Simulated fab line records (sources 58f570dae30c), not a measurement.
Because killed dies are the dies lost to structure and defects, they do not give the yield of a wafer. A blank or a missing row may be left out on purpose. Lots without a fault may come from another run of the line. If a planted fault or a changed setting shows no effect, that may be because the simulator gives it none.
Which tool is to blame? / flow berkeley-cmos170 / 15 lots with 45 wafers sampled at 5 steps, on a route of 331 steps

== WHAT THE GAUGES READ, wafer by wafer ==
UCB170_NWELL_THK_MEAS_02. Usual: for NWELL_OXIDE_THK the level is 26.6 nm and the standard deviation is 0.51.
lot=L643; measured=day 2 01:48; on=film-metro-03; NWELL_OXIDE_THK (nm)=26.0 26.4 25.8; flag=
lot=L644; measured=day 2 10:35; on=film-metro-02; NWELL_OXIDE_THK (nm)=26.4 26.7 26.6; flag=
lot=L645; measured=day 2 17:31; on=film-metro-03; NWELL_OXIDE_THK (nm)=26.1 26.3 26.7; flag=
lot=L646; measured=day 2 17:31; on=film-metro-02; NWELL_OXIDE_THK (nm)=26.7 26.9 26.8; flag=
lot=L647; measured=day 3 05:30; on=film-metro-03; NWELL_OXIDE_THK (nm)=25.9 25.8 25.5; flag=
lot=L651; measured=day 3 19:19; on=film-metro-03; NWELL_OXIDE_THK (nm)=26.9 26.8 26.9; flag=
lot=L650; measured=day 3 19:20; on=film-metro-02; NWELL_OXIDE_THK (nm)=26.9 26.3 26.7; flag=
lot=L655; measured=day 4 18:20; on=film-metro-01; NWELL_OXIDE_THK (nm)=27.0 27.2 26.9; flag=
lot=L656; measured=day 4 22:40; on=film-metro-02; NWELL_OXIDE_THK (nm)=27.0 27.5 27.0; flag=
lot=L658; measured=day 5 03:33; on=film-metro-01; NWELL_OXIDE_THK (nm)=26.6 27.0 27.0; flag=
lot=L657; measured=day 5 03:35; on=film-metro-03; NWELL_OXIDE_THK (nm)=27.1 27.2 27.0; flag=
lot=L662; measured=day 6 02:10; on=film-metro-02; NWELL_OXIDE_THK (nm)=26.5 26.0 26.0; flag=
lot=L663; measured=day 6 09:01; on=film-metro-03; NWELL_OXIDE_THK (nm)=26.4 26.1 26.2; flag=
lot=L664; measured=day 6 14:25; on=film-metro-02; NWELL_OXIDE_THK (nm)=26.9 26.6 26.9; flag=
lot=L666; measured=day 6 21:32; on=film-metro-02; NWELL_OXIDE_THK (nm)=26.9 26.5 26.2; flag=

UCB170_NWELL_TW_MEAS_16. Usual: for NWELL_TW the level is 1241 and the standard deviation is 9.6.
lot=L643; measured=day 2 11:45; on=film-metro-03; NWELL_TW=1245 1246 1249; flag=
lot=L644; measured=day 2 22:34; on=film-metro-01; NWELL_TW=1256 1251 1254; flag=
lot=L645; measured=day 3 05:50; on=film-metro-01; NWELL_TW=1249 1246 1243; flag=
lot=L646; measured=day 3 06:04; on=film-metro-02; NWELL_TW=1233 1231 1233; flag=
lot=L647; measured=day 3 16:44; on=film-metro-03; NWELL_TW=1251 1247 1242; flag=
lot=L651; measured=day 4 04:22; on=film-metro-01; NWELL_TW=1244 1240 1236; flag=
lot=L650; measured=day 4 04:17; on=film-metro-02; NWELL_TW=1240 1232 1235; flag=
lot=L655; measured=day 5 06:56; on=film-metro-02; NWELL_TW=1287 1284 1281; flag=OFF
lot=L656; measured=day 5 07:11; on=film-metro-02; NWELL_TW=1280 1276 1277; flag=OFF
lot=L658; measured=day 5 11:56; on=film-metro-03; NWELL_TW=1256 1263 1248; flag=
lot=L657; measured=day 5 12:13; on=film-metro-02; NWELL_TW=1280 1282 1279; flag=OFF
lot=L662; measured=day 6 12:20; on=film-metro-03; NWELL_TW=1259 1258 1261; flag=
lot=L663; measured=day 6 19:08; on=film-metro-02; NWELL_TW=1227 1227 1231; flag=
lot=L664; measured=day 7 02:47; on=film-metro-02; NWELL_TW=1232 1238 1238; flag=
lot=L666; measured=day 7 05:19; on=film-metro-03; NWELL_TW=1260 1257 1266; flag=

UCB170_PWELL_TW_MEAS_17. Usual: for PWELL_TW the level is 379 and the standard deviation is 3.5.
lot=L643; measured=day 3 14:22; on=film-metro-03; PWELL_TW=376 379 381; flag=
lot=L644; measured=day 3 21:41; on=film-metro-02; PWELL_TW=373 372 374; flag=
lot=L645; measured=day 4 00:26; on=film-metro-04; PWELL_TW=380 380 380; flag=
lot=L646; measured=day 4 00:16; on=film-metro-02; PWELL_TW=377 376 374; flag=
lot=L647; measured=day 4 15:07; on=film-metro-04; PWELL_TW=380 381 380; flag=
lot=L651; measured=day 5 02:08; on=film-metro-03; PWELL_TW=379 380 383; flag=
lot=L650; measured=day 5 01:53; on=film-metro-04; PWELL_TW=383 382 382; flag=
lot=L655; measured=day 6 02:51; on=film-metro-02; PWELL_TW=374 372 374; flag=
lot=L656; measured=day 6 03:02; on=film-metro-04; PWELL_TW=380 381 379; flag=
lot=L658; measured=day 6 08:32; on=film-metro-04; PWELL_TW=383 382 380; flag=
lot=L657; measured=day 6 08:32; on=film-metro-02; PWELL_TW=376 374 371; flag=
lot=L662; measured=day 7 07:58; on=film-metro-02; PWELL_TW=374 375 374; flag=
lot=L663; measured=day 7 10:44; on=film-metro-03; PWELL_TW=382 381 382; flag=
lot=L664; measured=day 8 00:42; on=film-metro-04; PWELL_TW=379 380 382; flag=
lot=L666; measured=day 8 00:34; on=film-metro-03; PWELL_TW=379 381 381; flag=

UCB170_GATE_CD_MEAS_90: the cd target is 350 nm. Usual: cd-nm 350.2 nm, standard deviation 1.9.
lot=L643; measured=day 7 17:41; on=cd-sem-02; cd-nm (nm)=345.2 346.2 346.3; flag=
lot=L644; measured=day 7 18:06; on=cd-sem-01; cd-nm (nm)=346.6 347.1 349.9; flag=
lot=L645; measured=day 7 18:22; on=cd-sem-01; cd-nm (nm)=351.8 353.4 354.0; flag=
lot=L646; measured=day 7 17:36; on=cd-sem-01; cd-nm (nm)=349.3 350.2 350.9; flag=
lot=L647; measured=day 8 09:14; on=cd-sem-01; cd-nm (nm)=350.4 350.6 351.1; flag=
lot=L651; measured=day 8 11:10; on=cd-sem-02; cd-nm (nm)=353.2 353.7 350.8; flag=
lot=L650; measured=day 8 12:23; on=cd-sem-02; cd-nm (nm)=349.9 349.4 350.0; flag=
lot=L655; measured=day 9 14:19; on=cd-sem-02; cd-nm (nm)=350.0 351.4 349.4; flag=
lot=L656; measured=day 9 14:45; on=cd-sem-02; cd-nm (nm)=349.8 349.5 349.8; flag=
lot=L658; measured=day 9 14:29; on=cd-sem-02; cd-nm (nm)=348.3 347.6 349.1; flag=
lot=L657; measured=day 9 14:38; on=cd-sem-02; cd-nm (nm)=350.1 349.4 351.3; flag=
lot=L662; measured=day 10 20:03; on=cd-sem-01; cd-nm (nm)=350.5 348.5 348.9; flag=
lot=L663; measured=day 10 19:33; on=cd-sem-02; cd-nm (nm)=350.1 350.1 350.2; flag=
lot=L664; measured=day 11 12:55; on=cd-sem-02; cd-nm (nm)=351.1 350.6 352.9; flag=
lot=L666; measured=day 11 12:26; on=cd-sem-01; cd-nm (nm)=349.8 348.9 350.9; flag=

== WHICH TOOL RAN EACH LOT (tool, then ch and the chambers of the sampled wafers, then the start) ==
lot=L643; UCB170_NWELL_IMPLANT_14=implanter-02 ch 0, day 2 11:33
lot=L644; UCB170_NWELL_IMPLANT_14=implanter-04 ch 0, day 2 22:20
lot=L645; UCB170_NWELL_IMPLANT_14=implanter-04 ch 0, day 3 05:35
lot=L646; UCB170_NWELL_IMPLANT_14=implanter-01 ch 0, day 3 05:50
lot=L647; UCB170_NWELL_IMPLANT_14=implanter-01 ch 0, day 3 16:29
lot=L651; UCB170_NWELL_IMPLANT_14=implanter-04 ch 0, day 4 03:58
lot=L650; UCB170_NWELL_IMPLANT_14=implanter-01 ch 0, day 4 04:04
lot=L655; UCB170_NWELL_IMPLANT_14=implanter-04 ch 0, day 5 06:43
lot=L656; UCB170_NWELL_IMPLANT_14=implanter-04 ch 0, day 5 06:56
lot=L658; UCB170_NWELL_IMPLANT_14=implanter-01 ch 0, day 5 11:41
lot=L657; UCB170_NWELL_IMPLANT_14=implanter-04 ch 0, day 5 11:59
lot=L662; UCB170_NWELL_IMPLANT_14=implanter-01 ch 0, day 6 12:07
lot=L663; UCB170_NWELL_IMPLANT_14=implanter-02 ch 0, day 6 18:53
lot=L664; UCB170_NWELL_IMPLANT_14=implanter-02 ch 0, day 7 02:33
lot=L666; UCB170_NWELL_IMPLANT_14=implanter-01 ch 0, day 7 05:05
- UCB170_NWELL_IMPLANT_14

== WHAT THE TOOLS THEMSELVES READ (means of the sampled wafers that have a number; where no wafer has one, the mark that the record gives instead) ==
UCB170_NWELL_IMPLANT_14. Usual: beam-energy-keV 150.00, standard deviation 0.047.
lot=L643 tool=implanter-02 beam-energy-keV=150.02 flag=
lot=L644 tool=implanter-04 beam-energy-keV=150.02 flag=
lot=L645 tool=implanter-04 beam-energy-keV=150.00 flag=
lot=L646 tool=implanter-01 beam-energy-keV=149.99 flag=
lot=L647 tool=implanter-01 beam-energy-keV=149.95 flag=
lot=L651 tool=implanter-04 beam-energy-keV=150.01 flag=
lot=L650 tool=implanter-01 beam-energy-keV=149.99 flag=
lot=L655 tool=implanter-04 beam-energy-keV=183.05 flag=OFF
lot=L656 tool=implanter-04 beam-energy-keV=182.97 flag=OFF
lot=L658 tool=implanter-01 beam-energy-keV=150.04 flag=
lot=L657 tool=implanter-04 beam-energy-keV=183.01 flag=OFF
lot=L662 tool=implanter-01 beam-energy-keV=149.98 flag=
lot=L663 tool=implanter-02 beam-energy-keV=149.96 flag=
lot=L664 tool=implanter-02 beam-energy-keV=150.01 flag=
lot=L666 tool=implanter-01 beam-energy-keV=149.97 flag=

== THE ANSWER, worked out from the rows above alone ==
Rule: a lot counts as off when the mean over its wafers that have a number is more than 3 standard deviations away from the usual mean. A lot without any number at a reading at which 4 lots or more have one is off too. All remaining lots with rows at the step are treated as sound. The gauges are gone through in route order, then the tools' own readings, and for those a lot's mean is taken as printed above. At the first step where some lot is off, the reading lying furthest off is the one used; lots without a number count as furthest.
Off: L655, L656, L657, seen at UCB170_NWELL_TW_MEAS_16 (NWELL_TW).
A tool fits if, at a process step before that reading, it ran every lot that is off, and no sound lot after the first of them. The gauges at UCB170_NWELL_TW_MEAS_16 aren't tried: what is off there is off at UCB170_NWELL_IMPLANT_14 too, on other tools, and a gauge's error can't cause that. One fits: implanter-04 at UCB170_NWELL_IMPLANT_14. A fault onset in the window from L651 (day 4 03:58, its last sound lot) to L655 (day 5 06:43, its first lot off) fits.
On the lots that are off, the tool's own readings at UCB170_NWELL_IMPLANT_14 differ by more than 5 times the standard deviation of the sound lots' means, which bears it out; beam-energy-keV reads 183.01 there versus 150.00 on the sound lots.

== WHAT THE SIMULATOR HAD INSERTED ==
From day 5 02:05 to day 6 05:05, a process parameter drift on implanter-04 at UCB170_NWELL_IMPLANT_14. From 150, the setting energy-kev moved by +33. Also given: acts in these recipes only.
Shown lots that were struck: L655, L656, L657. This agrees with what the rule above found.
